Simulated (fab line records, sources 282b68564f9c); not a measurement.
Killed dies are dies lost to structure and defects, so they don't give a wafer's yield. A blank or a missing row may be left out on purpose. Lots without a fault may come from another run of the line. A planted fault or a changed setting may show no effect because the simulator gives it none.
Problem report in the 8D (eight disciplines) form, filled by code | flow rit_cmos | the parts of the form that need people (team, actions taken, sign-off) are left out

1. THE PROBLEM
spin_speed_rpm at RIT_NWELL_COAT_01 reads a mean of 1488.0 rpm on 6 wafers of 2 lots; wafers without a fault read 1999.8 rpm with a standard deviation of 1.4. That is -99 or more standard deviations from the usual mean.
The step: resist thk 1300 nm.
First seen on wafer L135.2, day 3 21:26, on litho_track-03. The record holds 42 wafers of 14 lots with a number at this step. Rule for "out", or "out of limits": more than 4 standard deviations from the usual mean. The other wafers with a number count as sound.

2. WHAT IT IS AND WHAT IT IS NOT
question                    | is                     | is not
which readings at this step | spin_speed_rpm         | -
which lots                  | L135, L136             | L125, L126, L127, L128, L129, L130, L132, L134, L140, L143, L144, L148
which wafers of those lots  | all that have a number | -
read on which tools         | litho_track-03         | litho_track-01, litho_track-02
when                        | from day 3 21:26       | up to then (24 sound wafers); but 12 sound wafers of L140, L143, L144, L148 came after

3. SUSPECTS, AND WHAT RULES EACH OUT
Counting: a tool at a process step up to the reading stays a suspect if it ran every lot that is out and no sound lot after the first of them.
- litho_track-03 at RIT_NWELL_COAT_01 (resist thk 1300 nm): kept. It ran every lot that is out, first L135 (day 3 21:26), and no sound lot after that; its last sound lot up to then is L132 (day 3 07:26). Its own readings are out on those wafers: spin_speed_rpm.
Left after counting: litho_track-03 at RIT_NWELL_COAT_01.

4. THE CAUSE (what the simulator had put in)
Process parameter drift: litho_track-03, from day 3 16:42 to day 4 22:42, at RIT_NWELL_COAT_01. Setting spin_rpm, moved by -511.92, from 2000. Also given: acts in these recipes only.
Counting left only this tool.

5. THE CHAIN OF EFFECTS, in route order
Each row: a reading whose mean over the struck wafers that have a number lies more than 3 standard deviations from the usual. Only readings for which the record gives a usual standard deviation are gone through. hours: the time from each lot's start at the first step in this table that gives one to its start at this step, as a median over the lots. sigmas: the change in usual standard deviations.
hours | step              | reading        | usual      | on struck wafers | change | sigmas
0     | RIT_NWELL_COAT_01 | spin_speed_rpm | 1999.8 rpm | 1488.0           | -511.8 | -99 or more
The process steps in it:
- RIT_NWELL_COAT_01: resist thk 1300 nm.
Later measuring or inspecting steps at which every struck wafer that the step has a row for has a number for every such reading, and none has moved that far: RIT_SDANNEAL_RS_MEAS_06.

6. WHAT WOULD HAVE CAUGHT IT SOONER
In this record the first reading out of limits was taken at day 3 21:26, 5 hours after the fault began at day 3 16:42.
